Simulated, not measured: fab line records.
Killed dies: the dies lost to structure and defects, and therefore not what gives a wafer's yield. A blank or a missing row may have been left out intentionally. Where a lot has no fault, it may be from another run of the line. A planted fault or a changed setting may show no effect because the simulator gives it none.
Lot-split experiment	flow rit cmos	23 wafers read across 5 lots, on a route 202 steps long

SPLIT DETAILS
At RIT_M1_COAT_04 (resist thk 1300 nm), the setting resist thk nm was moved away from the recipe's 1300 nm on 6 of the 23 wafers read, by -6.0% to +4.4%. The other wafers ran this setting at the recipe's value.

FROM THE SPLIT TO THE READING: what the file shows between them, 9 steps
- RIT_M1_SOFTBAKE_05: time 60 s
- RIT_M1_EXPOSE_06: exposes mask M12, target cd 2600 nm
- RIT_M1_PEB_07
- RIT_M1_DEVELOP_08: develop time 68 s
- RIT_M1_CD_MEAS_09: target cd 2600 nm
- RIT_M1_HARDBAKE_11: time 120 s
- RIT_M1_METAL_ETCH_12: etches Al in Cl2/BCl3, stops on SiO2, time 165 s, target depth 600 nm (also split here: over etch frac)
- RIT_M1_STRIP_13: strips in nmp, time 600 s
- RIT_M1_STRIP_14: strips in O2, time 180 s

THE READING
cd nm, in nm, at RIT_M1_CD_MEAS_90 (target cd 2600 nm). Typical for fault-free wafers on this fab line: 2600.3 nm, with standard deviation 2.1 nm.

wafer	tool, chamber at the split	resist thk nm as run, nm	against the recipe	cd nm, nm	against lot-mates on the recipe
L075.2	litho track-02, 0	1300	recipe	2595.8	-
L075.3	litho track-02, 0	1300	recipe	2596.2	-
L075.4	litho track-02, 0	1357	+4.4%	2601.9	+5.6
L075.5	litho track-02, 0	1357	+4.4%	2605.2	+8.9
L075.6	litho track-02, 0	1300	recipe	2596.8	-
L077.1	litho track-02, 0	1300	recipe	2602.6	-
L077.3	litho track-02, 0	1300	recipe	2602.4	-
L077.4	litho track-02, 0	1300	recipe	2600.9	-
L077.5	litho track-02, 0	1300	recipe	2600.6	-
L077.6	litho track-02, 0	1300	recipe	2600.2	-
L076.1	litho track-03, 0	1237	-4.8%	2595.4	-8.1
L076.3	litho track-03, 0	1300	recipe	2601.4	-
L076.4	litho track-03, 0	1300	recipe	2603.8	-
L076.5	litho track-03, 0	1237	-4.8%	2598.6	-4.9
L076.6	litho track-03, 0	1300	recipe	2605.2	-
L078.1	litho track-01, 0	1300	recipe	2601.0	-
L078.2	litho track-01, 0	1222	-6.0%	2590.6	-10.0
L078.3	litho track-01, 0	1222	-6.0%	2591.7	-8.9
L078.4	litho track-01, 0	1300	recipe	2602.8	-
L078.6	litho track-01, 0	1300	recipe	2598.0	-
L079.4	litho track-01, 0	1300	recipe	2599.1	-
L079.5	litho track-01, 0	1300	recipe	2599.9	-
L079.6	litho track-01, 0	1300	recipe	2599.3	-

THE FIT
A straight line over all 23 wafers: cd nm changes by +1.07 nm for each +1% of resist thk nm; r = +0.73; the points scatter about the line by 2.7 nm.
The same after taking each lot's own level away (the mean of its wafers on the recipe; 23 wafers): +1.53 nm for each +1%; r = +0.95; scatter 1.3 nm.
That fit puts the effect of the largest move of resist thk nm on the reading at 9.2 nm.
Across the lots, their own levels run from 2596.27 to 2603.47 nm, a range of 3.4 times the standard deviation given above.
So the lot-to-lot level blurs the effect unless lot-mates are compared.
Check: -8.8 nm against its lot-mates is what the line predicts for one of the wafers moved furthest among these (-6.0%) when that wafer is left out of the fit. Against them it came out at -10 nm.

THESE WAFERS: OTHER SPLITS
Note: prior to the reading, these wafers also went through further splits. Each is held against what the fit with the lots' levels taken away leaves over:
other split on the same wafers	wafers away from the commonest value	r with cd nm (lot level and that fit taken away)
RIT_M1_METAL_ETCH_12 over etch frac	7	-0.49

THE WHOLE CHAIN: every reading that the file lists as answering this split, in the file's order
step	what it does	reading	change (the file's fit)	r (the file's)
RIT_M1_COAT_04	resist thk 1300 nm	NOVOLAK_of_M1_COAT_04.thk nm (the simulator's own value, which no gauge read)	+12.6 nm for each +1% of the setting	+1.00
RIT_M1_CD_MEAS_09	target cd 2600 nm	cd nm	+1.21 nm for each +1% of the setting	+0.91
RIT_M1_HARDBAKE_11	time 120 s	NOVOLAK_of_M1_COAT_04.thk nm (the simulator's own value, which no gauge read)	+10.9 nm for each +1% of the setting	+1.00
RIT_M1_CD_MEAS_90	target cd 2600 nm	cd nm	+1.52 nm for each +1% of the setting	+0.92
RIT_M1_METAL_ETCH_12	etches Al in Cl2/BCl3, stops on SiO2, time 165 s, target depth 600 nm	NOVOLAK_of_M1_COAT_04.thk nm (the simulator's own value, which no gauge read)	+14.8 nm for each +1% of the setting, in a fit together with over etch frac@M1_METAL_ETCH_12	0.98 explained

THE FILE'S OWN FIT
cd nm changes by +1.52 nm for each +1% of resist thk nm, r = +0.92.
